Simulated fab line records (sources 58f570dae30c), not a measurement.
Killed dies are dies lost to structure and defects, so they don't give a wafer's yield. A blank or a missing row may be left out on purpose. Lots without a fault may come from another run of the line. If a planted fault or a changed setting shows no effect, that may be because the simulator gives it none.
2 desks, one fault + flow berkeley cmos170 + each desk holds nothing but its own numbers, with what lay behind them at the end

## TOOL OWNER'S DESK, implanter-04
UCB170_NLDD_IMPLANT_09, tool's own readings: per-lot mean of the sampled wafers with a number, covering each lot this tool ran. The brackets show how far a lot's mean lies from the usual mean; more than 4 standard deviations puts the lot out of limits, marked OUT.
Columns: A = dose ions cm2 at UCB170_NLDD_IMPLANT_09, usual 5.001e+13; B = faraday current uA at UCB170_NLDD_IMPLANT_09, usual 159
| lot  | first seen here | A                           | B             |
|------|-----------------|-----------------------------|---------------|
| L787 | day 6 14:21     | 5.004e+13                   | 158           |
| L790 | day 7 03:43     | 5.007e+13                   | 159           |
| L797 | day 8 02:46     | 5.000e+13                   | 160           |
| L803 | day 9 16:11     | 7.252e+13 (+99 or more) OUT | 225 (+21) OUT |
| L805 | day 10 06:43    | 7.251e+13 (+99 or more) OUT | 233 (+23) OUT |
Finding of this desk: L803, L805 out of limits; the first was L803 at day 9 16:11, on dose ions cm2 at UCB170_NLDD_IMPLANT_09. In limits: L787, L790, L797.

## METROLOGY DESK
What the gauges read for every lot (on any tool): the sampled wafers with a number, averaged. The brackets show how far a lot's mean lies from the usual mean; more than 4 standard deviations puts the lot out of limits, marked OUT.
Columns: A = NLDD_OVL at UCB170_NLDD_OVL_MEAS_07, usual 1 nm; B = NLDD_TW at UCB170_NLDD_TW_MEAS_11, usual 2212; C = NLDD_RS at UCB170_SDANNEAL_RS_MEAS_05, usual 616.3 ohm/sq
| lot  | first seen here | A  | B               | C               |
|------|-----------------|----|-----------------|-----------------|
| L787 | day 6 14:10     | 3  | 2223            | 615.4           |
| L791 | day 7 02:31     | -4 | 2210            | 614.9           |
| L788 | day 7 03:14     | 12 | 2218            | 618.9           |
| L790 | day 7 03:30     | -6 | 2208            | 619.6           |
| L796 | day 8 02:17     | -4 | 2207            | 615.9           |
| L797 | day 8 02:33     | 4  | 2203            | 617.8           |
| L794 | day 8 02:47     | 1  | 2228            | 616.5           |
| L795 | day 8 03:01     | 2  | 2210            | 614.9           |
| L799 | day 8 23:29     | -2 | 2204            | 615.2           |
| L803 | day 9 15:58     | 6  | 2336 (+10) OUT  | 537.1 (-47) OUT |
| L805 | day 10 06:32    | -2 | 2319 (+8.9) OUT | 535.8 (-47) OUT |
| L807 | day 10 11:50    | 3  | 2197            | 616.4           |
| L806 | day 10 12:05    | 3  | 2225            | 614.6           |
| L808 | day 10 21:20    | -6 | 2191            | 614.4           |
This desk finds L803, L805 out of limits, with the earliest case on L803 at day 9 16:25 (NLDD_TW at UCB170_NLDD_TW_MEAS_11). In limits: L787, L791, L788, L790, L796, L797, L794, L795, L799, L807, L806, L808.

## PUT TOGETHER
The tool owner's desk had the chance to raise an alarm at day 9 16:11 on L803, L805.
The metrology desk could have raised an alarm at day 9 16:25, on L803, L805.
All the named lots went through UCB170_NLDD_IMPLANT_09 on implanter-04.

## WHAT THE SIMULATOR HAD INSERTED
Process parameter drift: implanter-04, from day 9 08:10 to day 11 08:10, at UCB170_NLDD_IMPLANT_09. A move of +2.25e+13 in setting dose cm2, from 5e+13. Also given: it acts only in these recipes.
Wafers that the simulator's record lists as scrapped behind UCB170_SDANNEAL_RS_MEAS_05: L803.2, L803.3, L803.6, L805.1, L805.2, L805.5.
Struck lots among those shown: L803, L805.
Time in hours from fault onset to the first out-of-limits reading at each desk: tool owner's desk 8, metrology desk 8.
